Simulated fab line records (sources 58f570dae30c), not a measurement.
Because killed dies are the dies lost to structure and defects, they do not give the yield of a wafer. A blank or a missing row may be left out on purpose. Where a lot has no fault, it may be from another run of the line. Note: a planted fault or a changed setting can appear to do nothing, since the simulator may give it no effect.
Which tool is to blame?	flow berkeleyCmos170	15 lots with 45 wafers sampled at 3 steps, on a route of 331 steps

WHAT EACH GAUGE READ, for each wafer
UCB170_M1_CD_MEAS_09: the cd target is 700 nm.
lot	measured	on	cdNm (nm)
L202	day 8 04:00	cdSem-02	698.8 698.9 697.0
L201	day 8 04:17	cdSem-02	699.4 698.5 699.0
L200	day 8 05:52	cdSem-02	698.6 700.5 698.3
L204	day 9 02:57	cdSem-02	698.7 698.1 699.9
L208	day 9 19:51	cdSem-02	699.7 698.8 700.9
L207	day 9 21:45	cdSem-02	698.6 699.3 699.7
L206	day 9 22:00	cdSem-01	702.6 703.4 701.5
L209	day 11 00:43	cdSem-02	698.0 699.2 699.2
L213	day 11 03:40	cdSem-01	701.2 702.0 701.8
L215	day 11 17:20	cdSem-02	701.1 701.7 703.0
L216	day 12 00:22	cdSem-01	697.2 696.4 697.7
L217	day 12 02:08	cdSem-01	700.0 698.0 700.1
L220	day 12 15:20	cdSem-02	700.2 701.0 701.9
L222	day 13 11:13	cdSem-02	698.1 698.3 699.4
L223	day 13 12:03	cdSem-01	700.1 700.1 698.9

UCB170_V1_THK_MEAS_04.
lot	measured	on	V1_POLISHED_THK (nm)
L202	day 8 06:41	filmMetro-04	1000.3 999.1 997.4
L201	day 8 08:02	filmMetro-02	997.4 1000.3 999.6
L200	day 8 09:22	filmMetro-02	998.4 998.9 999.8
L204	day 9 06:31	filmMetro-02	1000.8 999.9 1000.5
L208	day 9 22:22	filmMetro-04	1000.2 1000.6 998.0
L207	day 10 00:16	filmMetro-03	1000.3 1000.9 1000.4
L206	day 10 01:37	filmMetro-04	1000.4 999.6 1001.2
L209	day 11 03:14	filmMetro-03	1002.2 999.5 1001.0
L213	day 11 07:18	filmMetro-02	1001.1 1001.0 998.9
L215	day 11 19:51	filmMetro-03	999.5 1002.7 1000.9
L216	day 12 02:53	filmMetro-02	998.8 998.2 999.4
L217	day 12 04:41	filmMetro-02	997.4 1000.9 1000.5
L220	day 12 18:57	filmMetro-03	999.1 996.8 997.4
L222	day 13 13:44	filmMetro-04	998.6 998.1 1001.7
L223	day 13 15:05	filmMetro-04	1000.8 1000.7 999.4

UCB170_M2_RS_MEAS_02: a four-point-probe measurement.
lot	measured	on	M2_AL_RS (ohm/sq)
L202	day 8 08:52	filmMetro-03	0.0315 0.0325 0.0326
L201	day 8 09:59	filmMetro-03	0.0324 0.0318 0.0319
L200	day 8 13:58	filmMetro-04	0.0318 0.0320 0.0318
L204	day 9 08:26	filmMetro-04	0.0316 0.0315 0.0325
L208	day 10 03:36	filmMetro-04	0.0318 0.0322 0.0323
L207	day 10 03:47	filmMetro-01	0.0321 0.0326 0.0322
L206	day 10 03:54	filmMetro-04	0.0322 0.0319 0.0322
L209	day 11 05:02	filmMetro-03	0.0327 0.0327 0.0325
L213	day 11 09:55	filmMetro-01	0.0317 0.0320 0.0323
L215	day 11 22:31	filmMetro-04	0.0324 0.0321 0.0325
L216	day 12 06:13	filmMetro-03	0.0323 0.0326 0.0320
L217	day 12 06:46	filmMetro-01	0.0309 0.0310 0.0317
L220	day 13 00:26	filmMetro-04	0.0321 0.0320 0.0315
L222	day 13 15:46	filmMetro-01	0.0321 0.0320 0.0323
L223	day 13 17:08	filmMetro-04	0.0313 0.0317 0.0316

WHICH TOOL RAN EACH LOT (tool, then ch and the chambers of the sampled wafers, then the start)
Before these readings, the record contains no process step.

WHAT THE TOOLS THEMSELVES READ (means of the sampled wafers that have a number; where no wafer has one, the mark that the record gives instead)
The record holds no such reading with a usual standard deviation.

THE ANSWER, worked out from the rows above alone
Rule: usual is defined by the lots themselves. Put in order of their means at a reading, lots are off if they are a third of the lots or fewer, leave a main group of 4 or more, and stand apart from it by a gap of 3 or more times the standard deviation of the main group's means; of several such gaps the widest counts. The tables above print the reading to a certain number of digits; a main group whose means all agree to those digits is not used. Also off: a lot with no number at a reading for which 4 or more lots have one. Where the step has rows for the other lots, those lots are counted as sound. Order of review: gauges by route order, followed by the tools' own readings, for which a lot's mean as printed above is used. At the first step where some lot is off, the reading lying furthest off is the one used; lots without a number count as furthest.
Nothing can be told from this: no lot is off at any reading shown.

WHAT THE SIMULATOR PUT IN
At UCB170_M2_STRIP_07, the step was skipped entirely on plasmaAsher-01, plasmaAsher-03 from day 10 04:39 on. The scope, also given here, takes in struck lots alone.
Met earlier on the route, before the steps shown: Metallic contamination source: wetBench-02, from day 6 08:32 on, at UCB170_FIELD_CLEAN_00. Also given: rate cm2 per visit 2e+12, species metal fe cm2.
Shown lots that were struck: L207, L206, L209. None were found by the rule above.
